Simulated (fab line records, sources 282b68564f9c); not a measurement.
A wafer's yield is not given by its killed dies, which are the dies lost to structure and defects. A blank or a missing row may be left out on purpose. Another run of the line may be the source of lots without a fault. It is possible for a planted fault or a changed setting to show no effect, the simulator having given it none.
fab line records + flow ritCmos
record
- lots=6
- wafers=18
- lastDay=7
route steps=202 shown SDANNEAL@154 PSD@157 NSD@158 PLDD@159 NLDD@160 SILICIDE@161 M1@202
lots with no fault: from the same line, run without faults
startH: hours from the record's first day to the start of the lot's first wafer shown + waitH: how many hours have passed since the lot's step before this one + " the same as in the row above + L1.1+2: several wafers, shown together as one row + - no value, or no start was given + * or withheld: withheld + < > ~ a bound
route shown NAME@n: NAME is a module with steps in the file, n the number in the route of the first one + usual: mean/standard deviation taken from wafers without a fault + same: alike in all rows + chamber/n: place in a boat + sites: each site's reading + _std_site: how widely they spread, as a standard deviation + _edge_site: mean of outer sites minus mean of inner sites + radiusMm: how far each site lies from the wafer's centre + mask NAME#n: copy n + behind: the tool/chamber that last shaped the wafer + hold: reason for holding the lot/hours on hold/outcome of the hold + device: transistor that didn't switch, given as n, p or np + end of line: the tests these same wafers got at the end of their route + step lacking rows: just its recipe + killed: dies lost to structure and defects at the first sort, not the wafer's yield + map: per-die view of a wafer (x killed, . not killed, _ where there is no die)
set.NAME: the setting as run; set.NAME@STEP: as run at that earlier step + model.NAME: the simulator's own value behind a step, which no gauge read
lots at some steps of the route; a table a step, a row a wafer
services: from which hour (startH, from the record's first day; less than 0 if before it) a tool's chamber was out of use, for how many hours, and why
## steps
# step RIT_SDANNEAL_CLEAN_01
# recipe
- chemistry=dHF
- dilution=50:1
- timeS=30
# step RIT_SDANNEAL_CLEAN_02
# recipe
- chemistry=SC2
- mix=3:3:50
- timeS=600
- tempC=75
- dry=n2Spin
# step RIT_SDANNEAL_RTA_03
# recipe
- tempC=1050
- timeS=5
- idleTempC=600
- rampUpCPerS=342
- rampDownCPerS=171
- coolToC=600
- ambient=N2
# usual
- rampUpCPerS=342.00/0.06
- wafer_temp_C_max=1053.5/1.1
| lot.wafer | tool         | chamber | startH | waitH | rampUpCPerS | wafer_temp_C_max |
|-----------|--------------|---------|--------|-------|-------------|------------------|
| L392.2    | rtpAnneal-02 | 0       | 52.13  | 0.0   | 341.94      | 1053.1           |
| L392.5    | "            | 0       | "      | "     | 341.92      | 1053.9           |
| L392.6    | "            | 0       | "      | "     | 341.97      | 1053.8           |
| L404.1    | rtpAnneal-02 | 0       | 108.86 | 0.0   | 342.01      | 1053.6           |
| L404.3    | "            | 0       | "      | "     | 341.94      | 1052.6           |
| L404.6    | "            | 0       | "      | "     | 341.93      | 1054.1           |
| L405.1    | rtpAnneal-01 | 0       | 113.58 | 0.0   | 341.96      | 1053.0           |
| L405.3    | "            | 0       | "      | "     | 341.88      | 1052.5           |
| L405.6    | "            | 0       | "      | "     | 341.90      | 1053.3           |
| L407.4    | rtpAnneal-01 | 0       | 125.45 | 0.0   | 342.02      | 1052.0           |
| L407.5    | "            | 0       | "      | "     | 342.09      | 1053.6           |
| L407.6    | "            | 0       | "      | "     | 342.01      | 1054.5           |
| L410.2    | rtpAnneal-02 | 0       | 144.99 | 0.0   | 341.97      | 1051.7           |
| L410.3    | "            | 0       | "      | "     | 342.03      | 1052.6           |
| L410.5    | "            | 0       | "      | "     | 342.08      | 1055.8           |
| L413.1    | rtpAnneal-01 | 0       | 158.94 | 0.0   | 341.92      | 1053.2           |
| L413.3    | "            | 0       | "      | "     | 342.00      | 1053.1           |
| L413.6    | "            | 0       | "      | "     | 341.96      | 1051.6           |
# step RIT_SDANNEAL_RS_MEAS_04
# recipe
- thkMeasGauge=four-point-probe
# usual
- PSD_RS=116.03/0.28
| lot.wafer | tool         | chamber | startH | waitH | PSD_RS[ohm/sq] |
|-----------|--------------|---------|--------|-------|----------------|
| L392.2    | filmMetro-04 | -       | 52.19  | 0.1   | 116.08         |
| L392.5    | "            | -       | "      | "     | 115.70         |
| L392.6    | "            | -       | "      | "     | 115.80         |
| L404.1    | filmMetro-04 | -       | 108.92 | 0.0   | 115.71         |
| L404.3    | "            | -       | "      | "     | 115.75         |
| L404.6    | "            | -       | "      | "     | 116.00         |
| L405.1    | filmMetro-04 | -       | 113.64 | 0.0   | 116.36         |
| L405.3    | "            | -       | "      | "     | 116.06         |
| L405.6    | "            | -       | "      | "     | 116.14         |
| L407.4    | filmMetro-02 | -       | 125.54 | 0.1   | 115.97         |
| L407.5    | "            | -       | "      | "     | 116.12         |
| L407.6    | "            | -       | "      | "     | 116.60         |
| L410.2    | filmMetro-04 | -       | 145.13 | 0.1   | 116.14         |
| L410.3    | "            | -       | "      | "     | 116.29         |
| L410.5    | "            | -       | "      | "     | 116.51         |
| L413.1    | filmMetro-01 | -       | 159.00 | 0.0   | 116.19         |
| L413.3    | "            | -       | "      | "     | 116.19         |
| L413.6    | "            | -       | "      | "     | 116.25         |
# step RIT_SDANNEAL_RS_MEAS_05
# recipe
- thkMeasGauge=four-point-probe
# usual
- NSD_RS=85.9/0.31
| lot.wafer | tool         | chamber | startH | waitH | NSD_RS[ohm/sq] |
|-----------|--------------|---------|--------|-------|----------------|
| L392.2    | filmMetro-04 | -       | 52.31  | 0.1   | 85.7           |
| L392.5    | "            | -       | "      | "     | 85.3           |
| L392.6    | "            | -       | "      | "     | 85.5           |
| L404.1    | filmMetro-04 | -       | 109.04 | 0.1   | 85.8           |
| L404.3    | "            | -       | "      | "     | 85.7           |
| L404.6    | "            | -       | "      | "     | 86.1           |
| L405.1    | filmMetro-04 | -       | 113.76 | 0.1   | 86.1           |
| L405.3    | "            | -       | "      | "     | 85.7           |
| L405.6    | "            | -       | "      | "     | 85.9           |
| L407.4    | filmMetro-02 | -       | 125.66 | 0.1   | 85.6           |
| L407.5    | "            | -       | "      | "     | 86.0           |
| L407.6    | "            | -       | "      | "     | 86.0           |
| L410.2    | filmMetro-04 | -       | 145.25 | 0.1   | 86.2           |
| L410.3    | "            | -       | "      | "     | 86.1           |
| L410.5    | "            | -       | "      | "     | 86.3           |
| L413.1    | filmMetro-01 | -       | 159.12 | 0.1   | 85.8           |
| L413.3    | "            | -       | "      | "     | 85.9           |
| L413.6    | "            | -       | "      | "     | 86.1           |
# step RIT_SDANNEAL_RS_MEAS_06
# recipe
- thkMeasGauge=four-point-probe
# usual
- PLDD_RS=176.8/0.44
| lot.wafer | tool         | chamber | startH | waitH | PLDD_RS[ohm/sq] |
|-----------|--------------|---------|--------|-------|-----------------|
| L392.2    | filmMetro-04 | -       | 52.43  | 0.1   | 176.8           |
| L392.5    | "            | -       | "      | "     | 176.1           |
| L392.6    | "            | -       | "      | "     | 176.5           |
| L404.1    | filmMetro-04 | -       | 109.16 | 0.1   | 176.5           |
| L404.3    | "            | -       | "      | "     | 176.6           |
| L404.6    | "            | -       | "      | "     | 176.5           |
| L405.1    | filmMetro-04 | -       | 113.88 | 0.1   | 176.9           |
| L405.3    | "            | -       | "      | "     | 176.7           |
| L405.6    | "            | -       | "      | "     | 177.1           |
| L407.4    | filmMetro-02 | -       | 125.78 | 0.1   | 176.9           |
| L407.5    | "            | -       | "      | "     | 176.9           |
| L407.6    | "            | -       | "      | "     | 177.2           |
| L410.2    | filmMetro-04 | -       | 145.37 | 0.1   | 176.9           |
| L410.3    | "            | -       | "      | "     | 177.0           |
| L410.5    | "            | -       | "      | "     | 177.1           |
| L413.1    | filmMetro-01 | -       | 159.24 | 0.1   | 177.6           |
| L413.3    | "            | -       | "      | "     | 178.0           |
| L413.6    | "            | -       | "      | "     | 177.8           |
# step RIT_SDANNEAL_RS_MEAS_07
# recipe
- thkMeasGauge=four-point-probe
# usual
- NLDD_RS=151.5/0.6
| lot.wafer | tool         | chamber | startH | waitH | NLDD_RS[ohm/sq] |
|-----------|--------------|---------|--------|-------|-----------------|
| L392.2    | filmMetro-04 | -       | 52.55  | 0.1   | 152.2           |
| L392.5    | "            | -       | "      | "     | 152.1           |
| L392.6    | "            | -       | "      | "     | 152.1           |
| L404.1    | filmMetro-04 | -       | 109.28 | 0.1   | 150.2           |
| L404.3    | "            | -       | "      | "     | 150.7           |
| L404.6    | "            | -       | "      | "     | 151.4           |
| L405.1    | filmMetro-04 | -       | 114.00 | 0.1   | 151.6           |
| L405.3    | "            | -       | "      | "     | 151.4           |
| L405.6    | "            | -       | "      | "     | 151.4           |
| L407.4    | filmMetro-02 | -       | 125.90 | 0.1   | 151.1           |
| L407.5    | "            | -       | "      | "     | 151.2           |
| L407.6    | "            | -       | "      | "     | 150.5           |
| L410.2    | filmMetro-04 | -       | 145.49 | 0.1   | 150.9           |
| L410.3    | "            | -       | "      | "     | 151.1           |
| L410.5    | "            | -       | "      | "     | 151.0           |
| L413.1    | filmMetro-01 | -       | 159.36 | 0.1   | 151.7           |
| L413.3    | "            | -       | "      | "     | 151.9           |
| L413.6    | "            | -       | "      | "     | 152.5           |
# step RIT_SILICIDE_WET_ETCH_00
# recipe
- chemistry=BOE
- target=SiO2
- targetDepthNm=14
- timeS=15
- dry=n2Spin
- dilution=10:1
- tempC=21.5
# step RIT_SILICIDE_SPUTTER_01
# recipe
- material=Ti
- targetThkNm=30
- powerW=350
- chamberPressurePa=0.6451
- gas=Ar
- timeS=240
- substrateTempC=25
# usual
- throttleValvePct=29.8/1.5
| lot.wafer | tool          | chamber | startH | waitH | throttleValvePct |
|-----------|---------------|---------|--------|-------|------------------|
| L392.2    | pvdSputter-01 | -       | 52.67  | 0.0   | 29.8             |
| L392.5    | "             | -       | "      | "     | 29.3             |
| L392.6    | "             | -       | "      | "     | 30.1             |
| L404.1    | pvdSputter-01 | -       | 109.41 | 0.0   | 27.8             |
| L404.3    | "             | -       | "      | "     | 31.2             |
| L404.6    | "             | -       | "      | "     | 29.6             |
| L405.1    | pvdSputter-02 | -       | 114.13 | 0.0   | 30.6             |
| L405.3    | "             | -       | "      | "     | 30.9             |
| L405.6    | "             | -       | "      | "     | 31.2             |
| L407.4    | pvdSputter-02 | -       | 125.98 | 0.0   | 31.1             |
| L407.5    | "             | -       | "      | "     | 26.8             |
| L407.6    | "             | -       | "      | "     | 31.6             |
| L410.2    | pvdSputter-01 | -       | 145.60 | 0.0   | 31.2             |
| L410.3    | "             | -       | "      | "     | 30.0             |
| L410.5    | "             | -       | "      | "     | 31.2             |
| L413.1    | pvdSputter-02 | -       | 159.52 | 0.0   | 30.6             |
| L413.3    | "             | -       | "      | "     | 30.9             |
| L413.6    | "             | -       | "      | "     | 27.1             |
# step RIT_SILICIDE_RS_MEAS_02
# recipe
- thkMeasGauge=four-point-probe
- reads=Ti_of_SILICIDE_SPUTTER_01
# usual
- SILICIDE_TI_RS=44.5/0.55
| lot.wafer | tool         | chamber | startH | waitH | SILICIDE_TI_RS[ohm/sq] |
|-----------|--------------|---------|--------|-------|------------------------|
| L392.2    | filmMetro-02 | -       | 52.84  | 0.1   | 45.3                   |
| L392.5    | "            | -       | "      | "     | 45.3                   |
| L392.6    | "            | -       | "      | "     | 44.8                   |
| L404.1    | filmMetro-01 | -       | 109.56 | 0.1   | 44.2                   |
| L404.3    | "            | -       | "      | "     | 43.7                   |
| L404.6    | "            | -       | "      | "     | 44.4                   |
| L405.1    | filmMetro-01 | -       | 114.28 | 0.1   | 44.0                   |
| L405.3    | "            | -       | "      | "     | 44.4                   |
| L405.6    | "            | -       | "      | "     | 44.3                   |
| L407.4    | filmMetro-01 | -       | 126.19 | 0.1   | 44.9                   |
| L407.5    | "            | -       | "      | "     | 44.0                   |
| L407.6    | "            | -       | "      | "     | 44.3                   |
| L410.2    | filmMetro-02 | -       | 145.77 | 0.1   | 44.5                   |
| L410.3    | "            | -       | "      | "     | 43.9                   |
| L410.5    | "            | -       | "      | "     | 44.7                   |
| L413.1    | filmMetro-03 | -       | 159.67 | 0.1   | 43.7                   |
| L413.3    | "            | -       | "      | "     | 44.2                   |
| L413.6    | "            | -       | "      | "     | 43.6                   |
# step RIT_SILICIDE_THK_MEAS_03
# recipe
- thkMeasGauge=xrf
- reads=Ti_of_SILICIDE_SPUTTER_01
# usual
- SILICIDE_TI_THK=30.4/0.33
| lot.wafer | tool         | chamber | startH | waitH | SILICIDE_TI_THK[nm] |
|-----------|--------------|---------|--------|-------|---------------------|
| L392.2    | filmMetro-02 | -       | 52.95  | 0.1   | 29.8                |
| L392.5    | "            | -       | "      | "     | 30.0                |
| L392.6    | "            | -       | "      | "     | 30.3                |
| L404.1    | filmMetro-01 | -       | 109.68 | 0.1   | 30.5                |
| L404.3    | "            | -       | "      | "     | 30.6                |
| L404.6    | "            | -       | "      | "     | 30.3                |
| L405.1    | filmMetro-01 | -       | 114.40 | 0.1   | 30.6                |
| L405.3    | "            | -       | "      | "     | 30.2                |
| L405.6    | "            | -       | "      | "     | 30.3                |
| L407.4    | filmMetro-01 | -       | 126.28 | 0.1   | 30.0                |
| L407.5    | "            | -       | "      | "     | 30.4                |
| L407.6    | "            | -       | "      | "     | 30.3                |
| L410.2    | filmMetro-02 | -       | 145.88 | 0.1   | 30.4                |
| L410.3    | "            | -       | "      | "     | 30.7                |
| L410.5    | "            | -       | "      | "     | 30.2                |
| L413.1    | filmMetro-03 | -       | 159.79 | 0.1   | 30.9                |
| L413.3    | "            | -       | "      | "     | 30.4                |
| L413.6    | "            | -       | "      | "     | 30.8                |
# step RIT_SILICIDE_RTA_04
# recipe
- tempC=650
- timeS=10
- idleTempC=25
- rampUpS=5
- rampDownS=5
- coolToC=25
- ambient=N2
# usual
- wafer_temp_C_max=653.2/1.6
| lot.wafer | tool         | chamber | startH | waitH | wafer_temp_C_max |
|-----------|--------------|---------|--------|-------|------------------|
| L392.2    | rtpAnneal-01 | 0       | 53.01  | 0.1   | 651.3            |
| L392.5    | "            | 0       | "      | "     | 651.7            |
| L392.6    | "            | 0       | "      | "     | 651.5            |
| L404.1    | rtpAnneal-01 | 0       | 109.74 | 0.1   | 651.0            |
| L404.3    | "            | 0       | "      | "     | 651.4            |
| L404.6    | "            | 0       | "      | "     | 650.6            |
| L405.1    | rtpAnneal-02 | 0       | 114.46 | 0.1   | 654.4            |
| L405.3    | "            | 0       | "      | "     | 657.6            |
| L405.6    | "            | 0       | "      | "     | 655.1            |
| L407.4    | rtpAnneal-02 | 0       | 126.34 | 0.1   | 654.4            |
| L407.5    | "            | 0       | "      | "     | 654.6            |
| L407.6    | "            | 0       | "      | "     | 655.2            |
| L410.2    | rtpAnneal-01 | 0       | 145.95 | 0.1   | 651.6            |
| L410.3    | "            | 0       | "      | "     | 651.9            |
| L410.5    | "            | 0       | "      | "     | 652.1            |
| L413.1    | rtpAnneal-02 | 0       | 159.85 | 0.1   | 656.9            |
| L413.3    | "            | 0       | "      | "     | 655.0            |
| L413.6    | "            | 0       | "      | "     | 654.5            |
# step RIT_SILICIDE_WET_ETCH_05
# recipe
- chemistry=SPM
- target=Ti
- tempC=90
- timeS=120
- dry=n2Spin
# usual
- runLengthS=148/3.2
| lot.wafer | tool        | chamber | startH | waitH | runLengthS |
|-----------|-------------|---------|--------|-------|------------|
| L392.2    | wetBench-03 | 3       | 53.06  | 0.0   | 146        |
| L392.5    | "           | 3       | "      | "     | 146        |
| L392.6    | "           | 3       | "      | "     | 146        |
| L404.1    | wetBench-03 | 1       | 109.81 | 0.1   | 103        |
| L404.3    | "           | 1       | "      | "     | 103        |
| L404.6    | "           | 1       | "      | "     | 103        |
| L405.1    | wetBench-03 | 3       | 114.53 | 0.1   | 104        |
| L405.3    | "           | 3       | "      | "     | 104        |
| L405.6    | "           | 3       | "      | "     | 104        |
| L407.4    | wetBench-01 | 1       | 126.37 | 0.0   | 153        |
| L407.5    | "           | 1       | "      | "     | 153        |
| L407.6    | "           | 1       | "      | "     | 153        |
| L410.2    | wetBench-02 | 2       | 146.06 | 0.1   | 147        |
| L410.3    | "           | 2       | "      | "     | 147        |
| L410.5    | "           | 2       | "      | "     | 147        |
| L413.1    | wetBench-01 | 2       | 160.02 | 0.2   | 154        |
| L413.3    | "           | 2       | "      | "     | 154        |
| L413.6    | "           | 2       | "      | "     | 154        |
# step RIT_SILICIDE_RTA_06
# recipe
- tempC=750
- timeS=10
- idleTempC=25
- rampUpS=5
- rampDownS=10
- coolToC=25
- ambient=N2
# usual
- wafer_temp_C_max=753.4/1.9
| lot.wafer | tool         | chamber | startH | waitH | wafer_temp_C_max |
|-----------|--------------|---------|--------|-------|------------------|
| L392.2    | rtpAnneal-02 | 0       | 53.12  | 0.0   | 755.6            |
| L392.5    | "            | 0       | "      | "     | 757.1            |
| L392.6    | "            | 0       | "      | "     | 754.5            |
| L404.1    | rtpAnneal-02 | 0       | 109.85 | 0.0   | 755.7            |
| L404.3    | "            | 0       | "      | "     | 753.3            |
| L404.6    | "            | 0       | "      | "     | 756.2            |
| L405.1    | rtpAnneal-01 | 0       | 114.57 | 0.0   | 752.3            |
| L405.3    | "            | 0       | "      | "     | 752.0            |
| L405.6    | "            | 0       | "      | "     | 751.3            |
| L407.4    | rtpAnneal-01 | 0       | 126.45 | 0.0   | 751.9            |
| L407.5    | "            | 0       | "      | "     | 751.3            |
| L407.6    | "            | 0       | "      | "     | 751.4            |
| L410.2    | rtpAnneal-02 | 0       | 146.12 | 0.0   | 755.5            |
| L410.3    | "            | 0       | "      | "     | 755.0            |
| L410.5    | "            | 0       | "      | "     | 755.1            |
| L413.1    | rtpAnneal-01 | 0       | 160.07 | 0.0   | 752.1            |
| L413.3    | "            | 0       | "      | "     | 751.9            |
| L413.6    | "            | 0       | "      | "     | 751.3            |
# step RIT_M1_PROBE_99
# usual
- killedAtFrontEnd=6.7/2.9
- killedDies=6.8/2.9
- killedOpen=3.5/1.8
- killedShort=3.3/2.1
# same
- grossDies=264
- killed_at_M0_to_M3=0
- killed_at_M4_up=0
- killedAtBackSide=0
- killedAtContacts=0
- killedAtOther=0
| lot.wafer | tool      | chamber | startH | waitH | killedAtFrontEnd | killedDies | killedOpen | killedShort | model.etest.nmosNarrow.offLog10AUm | model.etest.pmos_0p15.gateLog10ACm2 | model.etest.gateEndArray.leakLog10AUm | model.etest.nmos_0p3.offLog10AUm | model.etest.pmos_0p3.offLog10AUm | model.etest.pmosNarrow.offLog10AUm | model.etest.nmos_0p15.gateLog10ACm2 | model.etest.gateToDiffusionComb.leakLog10AUm |
|-----------|-----------|---------|--------|-------|------------------|------------|------------|-------------|------------------------------------|-------------------------------------|---------------------------------------|----------------------------------|----------------------------------|------------------------------------|-------------------------------------|----------------------------------------------|
| L392.2    | prober-02 | -       | 59.58  | 0.1   | 7                | 7          | 2          | 5           | -13.39                             | -7.044                              | -13.05                                | -13.17                           | -13.03                           | -12.93                             | -5.705                              | -12.42                                       |
| L392.5    | prober-02 | -       | 59.73  | 0.2   | 8                | 8          | 6          | 2           | -13.25                             | -6.683                              | -12.86                                | -13.13                           | -12.89                           | -12.86                             | -5.845                              | -12.42                                       |
| L392.6    | prober-02 | -       | 59.78  | 0.2   | 2                | 2          | 1          | 1           | -13.28                             | -6.897                              | -12.8                                 | -13.09                           | -13.09                           | -12.7                              | -5.744                              | -12.42                                       |
| L404.1    | prober-02 | -       | 120.10 | 0.1   | 8                | 8          | 5          | 3           | -8.526                             | -1.526                              | -8.27                                 | -8.526                           | -8.526                           | -8.526                             | -1.526                              | -8.549                                       |
| L404.3    | prober-02 | -       | 120.20 | 0.2   | 8                | 8          | 3          | 5           | -8.381                             | -1.381                              | -8.203                                | -8.381                           | -8.381                           | -8.381                             | -1.381                              | -8.273                                       |
| L404.6    | prober-02 | -       | 120.35 | 0.2   | 11               | 11         | 4          | 7           | -8.629                             | -1.629                              | -8.425                                | -8.629                           | -8.629                           | -8.629                             | -1.629                              | -8.713                                       |
| L405.1    | prober-01 | -       | 121.85 | 0.1   | 5                | 5          | 4          | 1           | -8.488                             | -1.488                              | -8.282                                | -8.488                           | -8.488                           | -8.488                             | -1.488                              | -8.545                                       |
| L405.3    | prober-01 | -       | 121.95 | 0.2   | 10               | 10         | 6          | 4           | -8.651                             | -1.651                              | -8.606                                | -8.651                           | -8.651                           | -8.651                             | -1.651                              | -8.691                                       |
| L405.6    | prober-01 | -       | 122.10 | 0.2   | 5                | 5          | 5          | 0           | -8.6                               | -1.6                                | -8.406                                | -8.6                             | -8.6                             | -8.6                               | -1.6                                | -8.66                                        |
| L407.4    | prober-01 | -       | 133.05 | 0.2   | 12               | 12         | 7          | 5           | -13.16                             | -6.587                              | -12.92                                | -13.08                           | -12.94                           | -12.68                             | -5.673                              | -12.41                                       |
| L407.5    | prober-01 | -       | 133.10 | 0.2   | 10               | 10         | 4          | 6           | -13.07                             | -6.273                              | -12.81                                | -13.02                           | -12.96                           | -12.65                             | -5.329                              | -12.2                                        |
| L407.6    | prober-01 | -       | 133.15 | 0.2   | 9                | 9          | 4          | 5           | -13.08                             | -6.423                              | -12.96                                | -13.16                           | -12.95                           | -12.73                             | -5.31                               | -12.16                                       |
| L410.2    | prober-01 | -       | 153.82 | 0.1   | 7                | 7          | 3          | 4           | -13.21                             | -6.377                              | -12.79                                | -12.99                           | -12.66                           | -12.49                             | -5.509                              | -12.37                                       |
| L410.3    | prober-01 | -       | 153.87 | 0.2   | 8                | 8          | 2          | 6           | -13.19                             | -6.689                              | -12.69                                | -13.02                           | -12.84                           | -12.74                             | -5.626                              | -12.45                                       |
| L410.5    | prober-01 | -       | 153.97 | 0.2   | 13               | 13         | 8          | 5           | -13.23                             | -6.471                              | -12.84                                | -13.08                           | -12.81                           | -12.61                             | -5.456                              | -12.18                                       |
| L413.1    | prober-02 | -       | 166.54 | 0.1   | 8                | 8          | 1          | 7           | -13.24                             | -6.388                              | -12.83                                | -13.04                           | -12.95                           | -12.54                             | -5.299                              | -12.32                                       |
| L413.3    | prober-02 | -       | 166.64 | 0.2   | 7                | 7          | 3          | 4           | -13.29                             | -6.424                              | -12.89                                | -13.01                           | -12.86                           | -12.74                             | -5.33                               | -12.11                                       |
| L413.6    | prober-02 | -       | 166.79 | 0.2   | 7                | 7          | 5          | 2           | -13.13                             | -6.567                              | -12.91                                | -13.08                           | -12.82                           | -12.79                             | -5.441                              | -12.24                                       |
# killed by level:class
L392.2 REOX:geometricParticle:short=2 FOX2:geometricParticle:short=1 FOX2:geometricParticle:open=1 GATE:geometricParticle:short=1 REOX:geometricParticle:open=1 SPACER:geometricParticle:short=1
L392.5 GATE:geometricParticle:open=3 FOX2:geometricParticle:open=2 FOX2:geometricParticle:short=1 REOX:geometricParticle:open=1 SPACER:geometricParticle:short=1
L392.6 GATE:geometricParticle:short=1 REOX:geometricParticle:open=1
L404.1 GATE:geometricParticle:open=3 FOX1:geometricParticle:open=2 FOX1:geometricParticle:short=2 REOX:geometricParticle:short=1
L404.3 GATE:geometricParticle:short=4 FOX1:geometricParticle:open=1 FOX2:geometricParticle:open=1 GATE:geometricParticle:open=1 REOX:geometricParticle:short=1
L404.6 FOX2:geometricParticle:short=3 GATE:geometricParticle:short=2 FOX1:geometricParticle:open=1 GATE:geometricParticle:open=1 REOX:geometricParticle:short=1 REOX:geometricParticle:open=1 SPACER:geometricParticle:open=1 SILICIDE:geometricParticle:short=1
L405.1 FOX2:geometricParticle:short=1 GATE:geometricParticle:open=1 REOX:geometricParticle:open=1 SPACER:geometricParticle:open=1 SILICIDE:geometricParticle:open=1
L405.3 SILICIDE:geometricParticle:open=3 REOX:geometricParticle:open=2 SILICIDE:geometricParticle:short=2 GATE:geometricParticle:short=1 SPACER:geometricParticle:open=1 SPACER:geometricParticle:short=1
L405.6 GATE:geometricParticle:open=3 FOX2:geometricParticle:open=1 SILICIDE:geometricParticle:open=1
L407.4 REOX:geometricParticle:short=3 FOX1:geometricParticle:open=2 GATE:geometricParticle:open=2 GATE:geometricParticle:short=1 REOX:geometricParticle:open=1 SPACER:geometricParticle:open=1 SILICIDE:geometricParticle:short=1 SILICIDE:geometricParticle:open=1
L407.5 SILICIDE:geometricParticle:short=4 SPACER:geometricParticle:open=2 FOX2:geometricParticle:short=1 GATE:geometricParticle:short=1 REOX:geometricParticle:open=1 SILICIDE:geometricParticle:open=1
L407.6 GATE:geometricParticle:open=3 REOX:geometricParticle:short=2 ACTIVE:geometricParticle:short=1 GATE:geometricParticle:short=1 SPACER:geometricParticle:short=1 SILICIDE:geometricParticle:open=1
L410.2 REOX:geometricParticle:open=2 SPACER:geometricParticle:short=2 GATE:geometricParticle:short=1 GATE:geometricParticle:open=1 REOX:geometricParticle:short=1
L410.3 GATE:geometricParticle:open=2 FOX1:geometricParticle:short=1 FOX2:geometricParticle:short=1 GATE:geometricParticle:short=1 REOX:geometricParticle:short=1 SPACER:geometricParticle:short=1 SILICIDE:geometricParticle:short=1
L410.5 GATE:geometricParticle:open=4 GATE:geometricParticle:short=3 SPACER:geometricParticle:open=3 FOX1:geometricParticle:open=1 SPACER:geometricParticle:short=1 SILICIDE:geometricParticle:short=1
L413.1 FOX1:geometricParticle:short=2 REOX:geometricParticle:short=2 ACTIVE:geometricParticle:short=1 GATE:geometricParticle:short=1 SPACER:geometricParticle:open=1 SILICIDE:geometricParticle:short=1
L413.3 GATE:geometricParticle:short=3 ACTIVE:geometricParticle:open=1 FOX1:geometricParticle:open=1 FOX1:geometricParticle:short=1 GATE:geometricParticle:open=1
L413.6 SILICIDE:geometricParticle:open=2 FOX1:geometricParticle:open=1 FOX2:geometricParticle:open=1 REOX:geometricParticle:short=1 SPACER:geometricParticle:open=1 SILICIDE:geometricParticle:short=1
## services
| tool         | chamber | startH | hours | kind   |
|--------------|---------|--------|-------|--------|
| rtpAnneal-02 | -       | 151.11 | 1.1   | pm     |
| wetBench-02  | -       | 157.90 | 4.2   | repair |
## key
firstSign
- step=RIT_SILICIDE_WET_ETCH_05
- reading=runLengthS
- direction=down
- sigmas=14
- usual=*
- struck=*
effect none on later readings
modelEffect
- step=RIT_M1_PROBE_99
- value=etest.nmosNarrow.offLog10AUm
- without=-13.18
- struck=-8.546
metAt RIT_SILICIDE_WET_ETCH_05
struckWafers L404.1,L404.3,L404.6,L405.1,L405.3,L405.6
testerLeftOut L404,L405
onsetBetween 53.06 109.81
fault
- kind=processParameterDrift
- tool=wetBench-03
- chamber=-
- onsetH=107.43
- steps=RIT_SILICIDE_WET_ETCH_05
- channel=timeS
- offset=*
- shape=step
- endH=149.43
- actsIn=*
- stated=*
# testerLeftOut: of these lots the tester's yield and bins aren't shown, on N5 and GAA mostly nor the transistor test; their killed dies are dies lost to structure and defects alone, not to doping, threshold or leakage, so they don't give the yield
